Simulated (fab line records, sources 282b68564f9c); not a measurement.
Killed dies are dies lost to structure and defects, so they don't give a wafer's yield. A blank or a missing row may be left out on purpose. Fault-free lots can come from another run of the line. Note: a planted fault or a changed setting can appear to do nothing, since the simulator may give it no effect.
Problem report, 8D (eight disciplines) form, completed by code | flow rit_cmos | the parts of the form that need people (team, actions taken, sign-off) are left out

== 1. WHAT IS WRONG ==
RIT_REOX_CLEAN_02, run_length_s: mean 594 s on 3 wafers (1 lot); fault-free wafers 628 s, standard deviation 3.7. Relative to the usual mean, that is a shift of -9.2 standard deviations.
The step: cleans in SC2, time 600 s.
Seen first at day 5 05:02 on wet_bench-03, wafer L263.2. At this step, 15 wafers from 5 lots have a number in the record. Rule for "out" (also "out of limits"): further than 4 standard deviations from the usual mean. Any other wafer with a number is counted as sound.

== 2. WHAT IT IS; WHAT IT IS NOT ==
question                    | is                     | is not
which readings at this step | run_length_s           | -
which lots                  | L263                   | L264, L268, L270, L273
which wafers of those lots  | all that have a number | -
read on which tools         | wet_bench-03           | wet_bench-02, wet_bench-04
when                        | from day 5 05:02       | up to then (0 sound wafers); but 12 sound wafers of L264, L268, L270, L273 came after

== 3. THE SUSPECTS, EACH WITH WHAT RULES IT OUT ==
Counting: a tool stays on the suspect list if, at a process step up to the reading, it processed all lots that are out and no sound lot following the first of them.
- rie_si-01 at RIT_GATE_ETCH_19 (etches poly-Si in SF6/CHF3/O2, stops on SiO2, time 165 s, target depth 312.5 nm): ruled out as a lasting fault. Sound lots L273 ran on it after its first lot that is out, L263 (day 5 04:26).
- plasma_asher-04 at RIT_GATE_STRIP_20 (strips in O2, time 180 s): ruled out as a lasting fault. Sound lots L264, L268, L273 ran on it after its first lot that is out, L263 (day 5 04:33).
- wet_bench-03 at RIT_REOX_CLEAN_02 (cleans in SC2, time 600 s): ruled out as a lasting fault. Sound lots L270 ran on it after its first lot that is out, L263 (day 5 05:02).
Left after counting: nothing in the record.

== 4. THE CAUSE (what the simulator had put in) ==
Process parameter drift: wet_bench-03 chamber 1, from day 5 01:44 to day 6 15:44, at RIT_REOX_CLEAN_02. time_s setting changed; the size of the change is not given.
Counting ruled it out, wrongly.

== 5. THE EFFECT CHAIN, in route order ==
Each row: a reading whose mean over the struck wafers that have a number lies more than 3 standard deviations from the usual. Readings are gone through only where the record gives a usual standard deviation; hours: the median, over the lots, of the time from a lot's start at the first step in this table giving one to that lot's start at this step; sigmas: the change measured in usual standard deviations.
hours | step              | reading      | usual | on struck wafers | change | sigmas
0     | RIT_REOX_CLEAN_02 | run_length_s | 628 s | 594              | -34    | -9.2
Process steps it contains:
- RIT_REOX_CLEAN_02: cleans in SC2, time 600 s.
At these later measuring or inspecting steps, every struck wafer for which the step has a row has a number for every such reading, and none has moved that far: RIT_REOX_THK_MEAS_04, RIT_NLDD_OVL_MEAS_06, RIT_NLDD_TW_MEAS_10, RIT_PLDD_OVL_MEAS_06, RIT_PLDD_TW_MEAS_10, RIT_SPACER_THK_MEAS_04.

== 6. HOW IT WOULD HAVE BEEN CAUGHT EARLIER ==
In this record the first reading out of limits was taken at day 5 05:02, 3 hours after the fault began at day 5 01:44.
